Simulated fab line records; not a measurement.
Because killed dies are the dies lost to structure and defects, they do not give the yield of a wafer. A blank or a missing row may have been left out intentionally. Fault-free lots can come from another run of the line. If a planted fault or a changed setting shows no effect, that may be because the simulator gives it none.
fab line records + flow rit_cmos
record:
- lots: 14
- wafers: 42
- last_day: 7
route steps=202 shown M1@196
lots untouched by any fault: they come from a run of this same line in which no faults occurred
start_h: hours from the record's opening day to when the first of the lot's shown wafers began + wait_h: hours elapsed since this lot's preceding step + " repeats the value in the row above + L1.1+2: several wafers, shown together as one row + - no value, or no start given + * or withheld: withheld + < > ~ a bound
route shown NAME@n: a module of which the file shows steps, and the number in the route of the first + usual: mean/standard deviation of fault-free wafers + same: alike in all rows + chamber/n: place in a boat + sites: each site's reading + _std_site: standard deviation of those values + _edge_site: outer sites' mean less inner sites' + radius_mm: for every site, how far away it sits from the centre of the wafer + mask NAME#n: copy n + behind: the last tool/chamber to shape the wafer + hold: reason for holding the lot/hours on hold/outcome of the hold + device: the n, p or np transistor that did not switch + end of line: at the end of the route, the tests of the same wafers + a step with no rows: only its recipe + killed: count of dies lost to structure and defects at first sort (not the wafer's yield) + map: per-die view of a wafer (x killed, . not killed, _ where there is no die)
set.NAME: the run value of the setting; set.NAME@STEP: its run value at that earlier step + model.NAME: the simulator's own value behind a step, which no gauge read
route steps across a sampled set of lots; one table per step, one row per wafer
services: when a tool's chamber went out of use (start_h, in hours from the record's first day, below 0 if earlier), for how many hours, and the reason
== steps ==
step: RIT_M1_METAL_ETCH_12
recipe:
- stop_on: SiO2
- chemistry: Cl2/BCl3
- target: Al
- time_s: 165
- over_etch_frac: 0.5
- pressure_mtorr: 100
- target_depth_a: 6000
- rf_w: 250
- Cl2_flow_sccm: 60
- bcl3_flow_sccm: 50
usual:
- bcl3_flow_sccm: 49.98/0.14
- drypump_motor_current_A: 5.71/0.19
- mfc_cl2_sccm: 60.01/0.18
- oes_product_au: 0.778/0.011
- run_length_s: 193.6/0.37
- throttle_valve_pct: 8.27/0.14
| lot.wafer | tool         | chamber | start_h | wait_h | bcl3_flow_sccm | drypump_motor_current_A | mfc_cl2_sccm | oes_product_au | rf_hours_counter_h | run_length_s | throttle_valve_pct |
|-----------|--------------|---------|---------|--------|----------------|-------------------------|--------------|----------------|--------------------|--------------|--------------------|
| L864.1    | rie_metal-03 | 1       | 65.45   | 0.2    | 49.90          | 5.41                    | 60.19        | 0.780          | 1                  | 194.1        | 8.36               |
| L864.4    | "            | 1       | "       | "      | 49.88          | 5.44                    | 59.99        | 0.791          | -                  | 193.9        | 8.37               |
| L864.5    | "            | 1       | "       | "      | 49.84          | 5.44                    | 59.88        | 0.781          | -                  | 193.7        | 8.37               |
| L866.3    | rie_metal-01 | 0       | 71.66   | 0.2    | 49.56          | 5.68                    | 59.99        | 0.788          | -                  | 193.8        | 8.32               |
| L866.4    | "            | 1       | "       | "      | 49.79          | 5.81                    | 60.07        | 0.778          | -                  | 193.4        | 8.09               |
| L866.5    | "            | 0       | "       | "      | 49.58          | 5.68                    | 60.20        | 0.791          | -                  | 193.3        | 8.29               |
| L867.2    | rie_metal-03 | 1       | 79.60   | 0.2    | 50.15          | 5.40                    | 59.58        | 0.785          | 1                  | 193.9        | 8.35               |
| L867.5    | "            | 1       | "       | "      | 50.07          | 5.44                    | 59.82        | 0.797          | -                  | 193.8        | 8.34               |
| L867.6    | "            | 0       | "       | "      | 49.79          | 5.61                    | 59.83        | 0.785          | -                  | 193.3        | 8.08               |
| L868.1    | rie_metal-04 | 0       | 83.35   | 0.2    | 50.02          | 5.87                    | 60.25        | 0.763          | 34                 | 193.0        | 8.43               |
| L868.2    | "            | 1       | "       | "      | 49.79          | 6.01                    | 59.73        | 0.781          | 34                 | 194.2        | 8.36               |
| L868.3    | "            | 1       | "       | "      | 50.04          | 6.00                    | 59.77        | 0.765          | -                  | 193.6        | 8.37               |
| L869.1    | rie_metal-01 | 1       | 83.55   | 0.2    | 50.15          | 5.78                    | 59.94        | 0.754          | 4                  | 193.4        | 8.09               |
| L869.3    | "            | 1       | "       | "      | 50.16          | 5.78                    | 60.18        | 0.764          | -                  | 193.6        | 8.08               |
| L869.4    | "            | 0       | "       | "      | 50.04          | 5.67                    | 60.07        | 0.782          | -                  | 194.1        | 8.31               |
| L872.1    | rie_metal-01 | 0       | 99.68   | 0.2    | 49.96          | 5.69                    | 59.95        | 0.774          | 4                  | 193.4        | 8.28               |
| L872.2    | "            | 1       | "       | "      | 49.53          | 5.80                    | 59.99        | 0.766          | 4                  | 193.5        | 8.07               |
| L872.3    | "            | 0       | "       | "      | 50.00          | 5.68                    | 59.94        | 0.773          | -                  | 193.7        | 8.32               |
| L873.4    | rie_metal-03 | 0       | 110.80  | 0.1    | 50.02          | 5.67                    | 60.16        | 0.779          | -                  | 193.6        | 8.08               |
| L873.5    | "            | 1       | "       | "      | 49.93          | 5.39                    | 60.19        | 0.782          | -                  | 194.4        | 8.36               |
| L873.6    | "            | 0       | "       | "      | 49.77          | 5.65                    | 59.96        | 0.762          | -                  | 193.1        | 8.07               |
| L875.1    | rie_metal-01 | 1       | 114.19  | 0.2    | 49.99          | 5.78                    | 59.96        | 0.762          | 5                  | 193.9        | 8.07               |
| L875.3    | "            | 1       | "       | "      | 50.06          | 5.79                    | 59.83        | 0.764          | -                  | 193.8        | 8.07               |
| L875.4    | "            | 0       | "       | "      | 49.84          | 5.69                    | 59.82        | 0.783          | -                  | 193.5        | 8.30               |
| L876.1    | rie_metal-03 | 1       | 125.97  | 0.2    | 49.84          | 5.40                    | 60.00        | 0.793          | 1                  | 193.9        | 8.38               |
| L876.2    | "            | 0       | "       | "      | 50.22          | 5.67                    | 60.04        | 0.784          | 1                  | 193.4        | 8.08               |
| L876.6    | "            | 0       | "       | "      | 50.24          | 5.67                    | 60.05        | 0.785          | -                  | 193.2        | 8.08               |
| L878.1    | rie_metal-01 | 0       | 141.51  | 0.2    | 49.96          | 5.71                    | 60.29        | 0.775          | 5                  | 193.6        | 8.31               |
| L878.5    | "            | 0       | "       | "      | 50.09          | 5.70                    | 60.25        | 0.780          | -                  | 193.6        | 8.31               |
| L878.6    | "            | 1       | "       | "      | 49.97          | 5.80                    | 60.17        | 0.755          | -                  | 193.5        | 8.07               |
| L880.1    | rie_metal-01 | 0       | 144.68  | 0.2    | 50.18          | 5.71                    | 59.94        | 1.025          | 5                  | 152.5        | 8.27               |
| L880.3    | "            | 0       | "       | "      | 50.07          | 5.69                    | 59.88        | 1.016          | -                  | 152.6        | 8.27               |
| L880.5    | "            | 0       | "       | "      | 50.16          | 5.70                    | 60.23        | 1.017          | -                  | 152.3        | 8.27               |
| L882.2    | rie_metal-01 | 1       | 153.35  | 0.2    | 49.94          | 5.81                    | 60.25        | 0.963          | 5                  | 152.2        | 8.06               |
| L882.5    | "            | 1       | "       | "      | 49.76          | 5.82                    | 60.11        | 0.960          | -                  | 152.4        | 8.05               |
| L882.6    | "            | 0       | "       | "      | 49.95          | 5.69                    | 59.79        | 1.019          | -                  | 152.1        | 8.28               |
| L886.1    | rie_metal-04 | 0       | 168.46  | 0.2    | 50.03          | 5.83                    | 60.06        | 0.796          | 0                  | 193.5        | 8.46               |
| L886.2    | "            | 1       | "       | "      | 50.23          | 6.00                    | 60.21        | 0.789          | 0                  | 193.4        | 8.36               |
| L886.4    | "            | 0       | "       | "      | 50.20          | 5.85                    | 59.93        | 0.785          | -                  | 193.8        | 8.45               |
| L887.4    | rie_metal-03 | 1       | 173.46  | 0.2    | 50.01          | 5.42                    | 60.01        | 0.781          | -                  | 194.2        | 8.37               |
| L887.5    | "            | 1       | "       | "      | 49.98          | 5.39                    | 60.03        | 0.781          | -                  | 194.2        | 8.36               |
| L887.6    | "            | 1       | "       | "      | 50.19          | 5.41                    | 59.80        | 0.779          | -                  | 193.7        | 8.34               |
step: RIT_M1_PROBE_99
usual:
- defect_limited_yield: 97.4/1.1
- killed_at_M0_to_M3: 0.0/0.2
- killed_at_contacts: 0.0/0.2
- killed_at_front_end: 6.8/2.9
- killed_dies: 6.8/2.9
- killed_open: 3.3/1.9
- killed_short: 3.5/2
same:
- gross_dies: 264
- killed_at_M4_up: 0
- killed_at_back_side: 0
- killed_at_other: 0
| lot.wafer | tool      | chamber | start_h | wait_h | defect_limited_yield[%] | killed_at_M0_to_M3 | killed_at_contacts | killed_at_front_end | killed_dies | killed_open | killed_short |
|-----------|-----------|---------|---------|--------|-------------------------|--------------------|--------------------|---------------------|-------------|-------------|--------------|
| L864.1    | prober-01 | -       | 69.60   | 0.1    | 98.5                    | 0                  | 0                  | 4                   | 4           | 2           | 2            |
| L864.4    | prober-01 | -       | 69.75   | 0.2    | 97.3                    | 0                  | 0                  | 7                   | 7           | 1           | 6            |
| L864.5    | prober-01 | -       | 69.80   | 0.2    | 97.3                    | 0                  | 0                  | 7                   | 7           | 2           | 5            |
| L866.3    | prober-01 | -       | 74.02   | 0.2    | 95.5                    | 0                  | 0                  | 12                  | 12          | 7           | 5            |
| L866.4    | prober-01 | -       | 74.07   | 0.2    | 97.7                    | 0                  | 0                  | 6                   | 6           | 1           | 5            |
| L866.5    | prober-01 | -       | 74.12   | 0.2    | 98.5                    | 0                  | 0                  | 4                   | 4           | 2           | 2            |
| L867.2    | prober-02 | -       | 85.04   | 0.1    | 97.3                    | 0                  | 0                  | 7                   | 7           | 2           | 5            |
| L867.5    | prober-02 | -       | 85.19   | 0.2    | 98.1                    | 0                  | 0                  | 5                   | 5           | 2           | 3            |
| L867.6    | prober-02 | -       | 85.24   | 0.2    | 95.8                    | 0                  | 0                  | 11                  | 11          | 6           | 5            |
| L868.1    | prober-01 | -       | 87.80   | 0.1    | 97.7                    | 0                  | 0                  | 6                   | 6           | 3           | 3            |
| L868.2    | prober-01 | -       | 87.85   | 0.1    | 97.7                    | 0                  | 0                  | 6                   | 6           | 2           | 4            |
| L868.3    | prober-01 | -       | 87.90   | 0.2    | 97.7                    | 0                  | 0                  | 6                   | 6           | 0           | 6            |
| L869.1    | prober-02 | -       | 87.80   | 0.1    | 98.1                    | 0                  | 0                  | 5                   | 5           | 3           | 2            |
| L869.3    | prober-02 | -       | 87.90   | 0.2    | 98.5                    | 0                  | 0                  | 4                   | 4           | 4           | 0            |
| L869.4    | prober-02 | -       | 87.95   | 0.2    | 97.7                    | 0                  | 0                  | 6                   | 6           | 1           | 5            |
| L872.1    | prober-01 | -       | 103.40  | 0.4    | 97.7                    | 0                  | 0                  | 6                   | 6           | 3           | 3            |
| L872.2    | prober-01 | -       | 103.45  | 0.4    | 97.7                    | 0                  | 1                  | 5                   | 6           | 2           | 4            |
| L872.3    | prober-01 | -       | 103.50  | 0.5    | 96.6                    | 0                  | 0                  | 9                   | 9           | 6           | 3            |
| L875.1    | prober-01 | -       | 116.70  | 0.1    | 95.8                    | 0                  | 0                  | 11                  | 11          | 7           | 4            |
| L875.3    | prober-01 | -       | 116.80  | 0.2    | 98.5                    | 0                  | 0                  | 4                   | 4           | 3           | 1            |
| L875.4    | prober-01 | -       | 116.85  | 0.2    | 97.7                    | 0                  | 0                  | 6                   | 6           | 4           | 2            |
| L873.4    | prober-02 | -       | 117.15  | 0.5    | 97.3                    | 0                  | 0                  | 7                   | 7           | 2           | 5            |
| L873.5    | prober-02 | -       | 117.20  | 0.5    | 97.0                    | 1                  | 0                  | 7                   | 8           | 4           | 4            |
| L873.6    | prober-02 | -       | 117.25  | 0.6    | 97.0                    | 0                  | 0                  | 8                   | 8           | 4           | 4            |
| L876.1    | prober-01 | -       | 129.54  | 0.1    | 96.6                    | 0                  | 0                  | 9                   | 9           | 4           | 5            |
| L876.2    | prober-01 | -       | 129.59  | 0.1    | 95.8                    | 0                  | 0                  | 11                  | 11          | 8           | 3            |
| L876.6    | prober-01 | -       | 129.79  | 0.2    | 97.0                    | 0                  | 0                  | 8                   | 8           | 4           | 3            |
| L878.1    | prober-01 | -       | 143.76  | 0.1    | 99.2                    | 0                  | 0                  | 2                   | 2           | 1           | 1            |
| L878.5    | prober-01 | -       | 143.96  | 0.2    | 97.3                    | 0                  | 1                  | 6                   | 7           | 2           | 5            |
| L878.6    | prober-01 | -       | 144.01  | 0.2    | 98.5                    | 0                  | 0                  | 4                   | 4           | 2           | 1            |
| L880.1    | prober-01 | -       | 147.02  | 0.1    | 96.6                    | 0                  | 0                  | 9                   | 9           | 6           | 3            |
| L880.3    | prober-01 | -       | 147.12  | 0.2    | 97.3                    | 0                  | 0                  | 7                   | 7           | 4           | 3            |
| L880.5    | prober-01 | -       | 147.22  | 0.2    | 97.0                    | 0                  | 0                  | 8                   | 8           | 3           | 5            |
| L882.2    | prober-01 | -       | 155.67  | 0.1    | 98.9                    | 0                  | 0                  | 3                   | 3           | 1           | 2            |
| L882.5    | prober-01 | -       | 155.82  | 0.2    | 98.1                    | 0                  | 0                  | 5                   | 5           | 4           | 1            |
| L882.6    | prober-01 | -       | 155.87  | 0.2    | 97.3                    | 1                  | 0                  | 6                   | 7           | 4           | 3            |
| L886.1    | prober-01 | -       | 171.98  | 0.1    | 97.7                    | 0                  | 0                  | 6                   | 6           | 2           | 4            |
| L886.2    | prober-01 | -       | 172.03  | 0.1    | 97.3                    | 0                  | 0                  | 7                   | 7           | 3           | 4            |
| L886.4    | prober-01 | -       | 172.13  | 0.2    | 98.9                    | 1                  | 0                  | 2                   | 3           | 2           | 1            |
| L887.4    | prober-02 | -       | 175.86  | 0.2    | 98.9                    | 0                  | 0                  | 3                   | 3           | 1           | 2            |
| L887.5    | prober-02 | -       | 175.91  | 0.2    | 98.1                    | 1                  | 0                  | 4                   | 5           | 3           | 2            |
| L887.6    | prober-02 | -       | 175.96  | 0.2    | 97.7                    | 0                  | 0                  | 6                   | 6           | 4           | 2            |
killed by level:class
L864.1 FOX1:geometric_particle:short=1 GATE:geometric_particle:short=1 SPACER:geometric_particle:open=1 SILICIDE:geometric_particle:open=1
L864.4 GATE:geometric_particle:short=3 FOX1:geometric_particle:short=1 GATE:geometric_particle:open=1 REOX:geometric_particle:short=1 SILICIDE:geometric_particle:short=1
L864.5 FOX1:geometric_particle:short=2 FOX2:geometric_particle:open=1 GATE:geometric_particle:short=1 REOX:geometric_particle:short=1 SPACER:geometric_particle:short=1 SILICIDE:geometric_particle:open=1
L866.3 SPACER:geometric_particle:open=3 FOX1:geometric_particle:short=2 SILICIDE:geometric_particle:open=2 FOX1:geometric_particle:open=1 GATE:geometric_particle:short=1 GATE:geometric_particle:open=1 REOX:geometric_particle:short=1 SILICIDE:geometric_particle:short=1
L866.4 SPACER:geometric_particle:short=3 SILICIDE:geometric_particle:short=2 SILICIDE:geometric_particle:open=1
L866.5 GATE:geometric_particle:short=2 GATE:geometric_particle:open=1 SILICIDE:geometric_particle:open=1
L867.2 SPACER:geometric_particle:short=2 FOX1:geometric_particle:open=1 FOX2:geometric_particle:short=1 REOX:geometric_particle:short=1 SPACER:geometric_particle:open=1 SILICIDE:geometric_particle:short=1
L867.5 FOX2:geometric_particle:short=1 REOX:geometric_particle:open=1 REOX:geometric_particle:short=1 SPACER:geometric_particle:short=1 SILICIDE:geometric_particle:open=1
L867.6 SPACER:geometric_particle:open=5 GATE:geometric_particle:short=2 FOX1:geometric_particle:short=1 REOX:geometric_particle:open=1 REOX:geometric_particle:short=1 SPACER:geometric_particle:short=1
L868.1 FOX1:geometric_particle:open=1 FOX2:geometric_particle:open=1 FOX2:geometric_particle:short=1 GATE:geometric_particle:short=1 REOX:geometric_particle:short=1 SILICIDE:geometric_particle:open=1
L869.1 FOX1:geometric_particle:open=1 FOX1:geometric_particle:short=1 GATE:geometric_particle:short=1 GATE:geometric_particle:open=1 SILICIDE:geometric_particle:open=1
L868.2 FOX2:geometric_particle:short=1 GATE:geometric_particle:short=1 GATE:geometric_particle:open=1 REOX:geometric_particle:short=1 SPACER:geometric_particle:open=1 SILICIDE:geometric_particle:short=1
L868.3 GATE:geometric_particle:short=2 REOX:geometric_particle:short=2 FOX1:geometric_particle:short=1 FOX2:geometric_particle:short=1
L869.3 GATE:geometric_particle:open=2 SILICIDE:geometric_particle:open=2
L869.4 GATE:geometric_particle:short=2 REOX:geometric_particle:short=2 FOX1:geometric_particle:open=1 SPACER:geometric_particle:short=1
L872.1 FOX1:geometric_particle:short=3 FOX1:geometric_particle:open=1 FOX2:geometric_particle:open=1 SILICIDE:geometric_particle:open=1
L872.2 FOX2:geometric_particle:short=2 GATE:geometric_particle:open=2 GATE:geometric_particle:short=1 CONTACT:geometric_particle:short=1
L872.3 GATE:geometric_particle:open=2 REOX:geometric_particle:open=2 SPACER:geometric_particle:open=2 FOX2:geometric_particle:short=1 GATE:geometric_particle:short=1 SPACER:geometric_particle:short=1
L875.1 SPACER:geometric_particle:open=6 GATE:geometric_particle:short=3 FOX1:geometric_particle:short=1 GATE:geometric_particle:open=1
L875.3 FOX2:geometric_particle:open=1 GATE:geometric_particle:open=1 REOX:geometric_particle:open=1 SPACER:geometric_particle:short=1
L875.4 GATE:geometric_particle:open=3 FOX1:geometric_particle:open=1 SPACER:geometric_particle:short=1 SILICIDE:geometric_particle:short=1
L873.4 FOX2:geometric_particle:short=2 SILICIDE:geometric_particle:open=2 FOX1:geometric_particle:short=1 GATE:geometric_particle:short=1 SILICIDE:geometric_particle:short=1
L873.5 SPACER:geometric_particle:open=2 FOX2:geometric_particle:open=1 FOX2:geometric_particle:short=1 GATE:geometric_particle:short=1 REOX:geometric_particle:open=1 REOX:geometric_particle:short=1 M1:geometric_particle:short=1
L873.6 FOX1:geometric_particle:open=3 REOX:geometric_particle:short=2 FOX1:geometric_particle:short=1 GATE:geometric_particle:short=1 REOX:geometric_particle:open=1
L876.1 GATE:geometric_particle:short=2 SILICIDE:geometric_particle:short=2 FOX2:geometric_particle:open=1 GATE:geometric_particle:open=1 REOX:geometric_particle:short=1 REOX:geometric_particle:open=1 SPACER:geometric_particle:open=1
L876.2 GATE:geometric_particle:open=5 GATE:geometric_particle:short=3 FOX1:geometric_particle:open=2 SILICIDE:geometric_particle:open=1
L876.6 SPACER:geometric_particle:open=2 FOX2:geometric_particle:open=1 FOX2:geometric_particle:short=1 GATE:geometric_particle:open=1 GATE:geometric_particle:short=1 SPACER:geometric_particle:short=1 PRETRO:coat_microbubble_printed=1
L878.1 ACTIVE:geometric_particle:short=1 SILICIDE:geometric_particle:open=1
L878.5 GATE:geometric_particle:short=4 GATE:geometric_particle:open=2 CONTACT:geometric_particle:short=1
L878.6 FOX1:geometric_particle:open=2 GATE:geometric_particle:short=1 NWELL:coat_microbubble_printed=1
L880.1 GATE:geometric_particle:open=4 FOX1:geometric_particle:open=2 GATE:geometric_particle:short=2 REOX:geometric_particle:short=1
L880.3 GATE:geometric_particle:short=2 SILICIDE:geometric_particle:open=2 GATE:geometric_particle:open=1 REOX:geometric_particle:open=1 SILICIDE:geometric_particle:short=1
L880.5 FOX1:geometric_particle:short=2 GATE:geometric_particle:short=2 GATE:geometric_particle:open=2 FOX2:geometric_particle:short=1 SPACER:geometric_particle:open=1
L882.2 FOX1:geometric_particle:open=1 FOX1:geometric_particle:short=1 FOX2:geometric_particle:short=1
L882.5 GATE:geometric_particle:open=2 FOX2:geometric_particle:open=1 FOX2:geometric_particle:short=1 REOX:geometric_particle:open=1
L882.6 GATE:geometric_particle:open=3 FOX1:geometric_particle:open=1 FOX2:geometric_particle:short=1 GATE:geometric_particle:short=1 M1:geometric_particle:short=1
L886.1 REOX:geometric_particle:short=2 FOX1:geometric_particle:short=1 FOX1:geometric_particle:open=1 GATE:geometric_particle:short=1 SILICIDE:geometric_particle:open=1
L886.2 REOX:geometric_particle:open=3 FOX1:geometric_particle:short=1 FOX2:geometric_particle:short=1 GATE:geometric_particle:short=1 REOX:geometric_particle:short=1
L886.4 GATE:geometric_particle:open=1 GATE:geometric_particle:short=1 M1:geometric_particle:open=1
L887.4 FOX1:geometric_particle:short=1 GATE:geometric_particle:short=1 SILICIDE:geometric_particle:open=1
L887.5 GATE:geometric_particle:short=1 GATE:geometric_particle:open=1 SILICIDE:geometric_particle:short=1 SILICIDE:geometric_particle:open=1 M1:geometric_particle:open=1
L887.6 REOX:geometric_particle:open=2 FOX1:geometric_particle:open=1 FOX1:geometric_particle:short=1 GATE:geometric_particle:short=1 SILICIDE:geometric_particle:open=1
== services ==
| tool         | chamber | start_h | hours | kind       |
|--------------|---------|---------|-------|------------|
| rie_metal-03 | -       | 59.71   | 0.1   | repair     |
| rie_metal-04 | -       | 62.08   | 2.8   | pm         |
| rie_metal-04 | -       | 81.64   | 0.5   | repair     |
| rie_metal-03 | -       | 92.03   | 0.5   | repair     |
| rie_metal-04 | -       | 136.12  | 20.0  | pm         |
| rie_metal-04 | 0       | 136.12  | 20.0  | vent_cycle |
| rie_metal-04 | 1       | 136.12  | 20.0  | vent_cycle |
| rie_metal-04 | 0       | 156.12  | -     | clean      |
| rie_metal-04 | 1       | 156.12  | -     | clean      |
| rie_metal-03 | 0       | 166.59  | 6.9   | repair     |
== key ==
first_sign:
- step: RIT_M1_METAL_ETCH_12
- reading: run_length_s
- direction: down
- sigmas: 99+
- usual: *
- struck: *
effect:
- step: RIT_M1_METAL_ETCH_12
- reading: oes_product_au
- direction: up
- sigmas: 20
- usual: 0.778
- struck: 1.000
met_at RIT_M1_METAL_ETCH_12
struck_lots L880,L882
onset_between 141.51 144.68
fault:
- kind: process_parameter_drift
- tool: rie_metal-01
- chamber: -
- onset_h: 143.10
- steps: RIT_M1_METAL_ETCH_12
- channel: time_s
- offset: *
- shape: step
- end_h: 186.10
- stated: *
